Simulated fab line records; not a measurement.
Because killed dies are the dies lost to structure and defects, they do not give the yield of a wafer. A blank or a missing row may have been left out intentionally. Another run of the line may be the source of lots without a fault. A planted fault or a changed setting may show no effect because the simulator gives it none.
What tool caused it? ; flow rit-cmos ; 6 lots, 18 wafers sampled, at 2 steps of a route of 202

WHAT THE GAUGES READ, wafer by wafer
RIT_PLDD_TW_MEAS_10.
lot;measured;on;PLDD_TW
L802;day 3 05:32;film-metro-02;2369 2347 2353
L804;day 3 14:56;film-metro-01;2363 2357 2357
L806;day 3 22:40;film-metro-03;2360 2348 2357
L811;day 5 02:30;film-metro-02;2366 2379 2376
L814;day 5 12:11;film-metro-02;2371 2373 2364
L823;day 7 12:04;film-metro-01;2364 2360 2382

WHAT TOOL EACH LOT RAN ON (gives the tool, then ch and the chambers of the sampled wafers, and finally the start)
lot;RIT_NLDD_STRIP_09
L802;plasma-asher-03 ch 0,1, day 3 03:44
L804;plasma-asher-02 ch 0,1, day 3 13:20
L806;plasma-asher-02 ch 0,1, day 3 21:03
L811;plasma-asher-02 ch 0,1, day 5 00:46
L814;plasma-asher-03 ch 0,1, day 5 10:35
L823;plasma-asher-02 ch 0,1, day 7 10:16
- RIT_NLDD_STRIP_09: strips in O2, time 180 s.

THE ANSWER, worked out from the rows above alone
Rule: the usual values come from the lots themselves. Put in order of their means at a reading, lots are off if they are a third of the lots or fewer, leave a main group of 4 or more, and stand apart from it by a gap of 3 or more times the standard deviation of the main group's means; of several such gaps the widest counts. If all means in a main group match to the digits the tables above print for the reading, that group is not used. A lot without any number at a reading at which 4 lots or more have one is off too. All remaining lots with rows at the step are treated as sound.
None of the lots is off at any reading shown; this tells nothing.

WHAT THE SIMULATOR HAD PUT IN
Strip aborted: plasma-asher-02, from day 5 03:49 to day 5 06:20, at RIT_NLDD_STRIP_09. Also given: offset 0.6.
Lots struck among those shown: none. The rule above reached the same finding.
